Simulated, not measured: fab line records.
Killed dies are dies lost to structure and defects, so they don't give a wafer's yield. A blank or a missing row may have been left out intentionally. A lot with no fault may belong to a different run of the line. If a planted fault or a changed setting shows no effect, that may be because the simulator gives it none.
Which of the tools did it? :: flow rit_cmos :: 7 lots, 21 wafers sampled, at 2 steps of a route of 202

WHAT THE GAUGES READ, wafer by wafer
RIT_PWELL_TW_MEAS_10.
lot: L770
measured: day 2 03:28
on: film_metro-04
PWELL_TW: 971 966 965

lot: L774
measured: day 3 01:17
on: film_metro-04
PWELL_TW: 963 963 958

lot: L776
measured: day 3 13:29
on: film_metro-02
PWELL_TW: 949 941 946

lot: L778
measured: day 3 19:38
on: film_metro-04
PWELL_TW: 958 958 966

lot: L783
measured: day 4 20:34
on: film_metro-04
PWELL_TW: 1139 1131 1135

lot: L786
measured: day 5 11:55
on: film_metro-02
PWELL_TW: 1107 1111 1104

lot: L792
measured: day 6 18:09
on: film_metro-04
PWELL_TW: 957 957 951

EACH LOT AND THE TOOL THAT RAN IT (in order: tool; ch and the chambers of the sampled wafers; start)
lot: L770
RIT_PWELL_IMPLANT_08: implanter-01 ch 0, day 2 03:09

lot: L774
RIT_PWELL_IMPLANT_08: implanter-03 ch 0, day 3 00:58

lot: L776
RIT_PWELL_IMPLANT_08: implanter-04 ch 0, day 3 13:09

lot: L778
RIT_PWELL_IMPLANT_08: implanter-03 ch 0, day 3 19:20

lot: L783
RIT_PWELL_IMPLANT_08: implanter-03 ch 0, day 4 20:17

lot: L786
RIT_PWELL_IMPLANT_08: implanter-03 ch 0, day 5 11:35

lot: L792
RIT_PWELL_IMPLANT_08: implanter-04 ch 0, day 6 17:50
- RIT_PWELL_IMPLANT_08

THE ANSWER, worked out from the rows above alone
Rule: the usual values come from the lots themselves. Put in order of their means at a reading, lots are off if they are a third of the lots or fewer, leave a main group of 4 or more, and stand apart from it by a gap of 3 or more times the standard deviation of the main group's means; of several such gaps the widest counts. The tables above print the reading to a certain number of digits; a main group whose means all agree to those digits is not used. A lot without any number at a reading at which 4 lots or more have one is off too. The other lots that the step has rows for count as sound.
Off: L783, L786, seen at RIT_PWELL_TW_MEAS_10 (PWELL_TW). Mean 958 and standard deviation 7.4 in the main group.
A tool fits if, at a process step before that reading, it ran every lot that is off, and no sound lot after the first of them. Those tools and the gauges at RIT_PWELL_TW_MEAS_10 are tried in the same way. One fits: implanter-03 at RIT_PWELL_IMPLANT_08. A fault onset in the window from L778 (day 3 19:20, its last sound lot) to L783 (day 4 20:17, its first lot off) fits.

WHAT THE SIMULATOR PUT IN
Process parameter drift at RIT_PWELL_IMPLANT_08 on implanter-03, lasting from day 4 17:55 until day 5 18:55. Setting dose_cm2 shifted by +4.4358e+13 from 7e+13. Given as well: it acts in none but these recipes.
Lots struck among those shown: L783, L786. The rule above reached the same finding.
